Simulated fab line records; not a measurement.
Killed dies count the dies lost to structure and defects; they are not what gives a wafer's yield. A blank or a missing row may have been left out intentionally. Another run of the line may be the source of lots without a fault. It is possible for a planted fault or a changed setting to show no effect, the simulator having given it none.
One fault through the eyes of 2 desks || flow berkeley_cmos170 || numbers are kept per desk, each desk with only its own; the story behind them comes last

AT THE METROLOGY DESK
Lot by lot, what the gauges showed, no matter which tool ran the lot: averages of those sampled wafers that carry a number. A lot is out of limits, marked OUT, if its mean lies more than 4 standard deviations from the usual mean; the brackets give that distance.
Columns: A = cd_nm at UCB170_GATE_CD_MEAS_90, usual 350.6 nm; B = cd_nm at UCB170_PLDD_CD_MEAS_06, usual 1200.4 nm; C = PLDD_OVL at UCB170_PLDD_OVL_MEAS_07, usual 5 nm
{"lot": "L306", "first seen here": "day 8 03:17", "A": 351.1, "B": 1200.3, "C": 5}
{"lot": "L308", "first seen here": "day 8 03:25", "A": 351.2, "B": 1201.3, "C": 9}
{"lot": "L317", "first seen here": "day 10 09:24", "A": 352.0, "B": 1197.0, "C": 8}
{"lot": "L322", "first seen here": "day 10 17:14", "A": 348.6, "B": 1199.2, "C": 5}
{"lot": "L325", "first seen here": "day 11 15:34", "A": 349.6, "B": 1201.0, "C": 6}
{"lot": "L327", "first seen here": "day 11 23:28", "A": 350.5, "B": 1201.0, "C": -1}
This desk's finding: nothing out of limits on any of the 6 lots.

THE TOOL OWNER'S DESK: implanter-04
UCB170_PLDD_IMPLANT_09, tool's own readings: per-lot mean of the sampled wafers with a number, covering each lot this tool ran. A lot is out of limits, marked OUT, if its mean lies more than 4 standard deviations from the usual mean; the brackets give that distance.
Columns: A = beam_on_s at UCB170_PLDD_IMPLANT_09, usual 10.00 s; B = rotation_deg at UCB170_PLDD_IMPLANT_09, usual 180.00 degrees
{"lot": "L308", "first seen here": "day 8 05:42", "A": 10.05, "B": 180.02}
{"lot": "L317", "first seen here": "day 10 11:38", "A": 10.01, "B": "360.03 (+99 or more) OUT"}
{"lot": "L322", "first seen here": "day 10 19:01", "A": 9.79, "B": "359.98 (+99 or more) OUT"}
Finding of this desk: L317, L322 out of limits; the first was L317 at day 10 11:38, on rotation_deg at UCB170_PLDD_IMPLANT_09. Within limits: L308.

PUT TOGETHER
At day 10 11:38, on L317, L322, the tool owner's desk was in a position to raise an alarm.
From the metrology desk's view, nothing was out of limits.
The metrology desk has L317, L322 on record, within its limits.
On implanter-04, each named lot ran UCB170_PLDD_IMPLANT_09.

WHAT WAS PUT IN BY THE SIMULATOR
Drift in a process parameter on implanter-04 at UCB170_PLDD_IMPLANT_09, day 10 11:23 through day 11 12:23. A move of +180 in setting rotation_deg, from 180. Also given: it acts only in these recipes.
Struck lots among those shown: L317, L322.
Delay in hours, fault start to first out-of-limits reading, by desk: the tool owner's desk at 0.
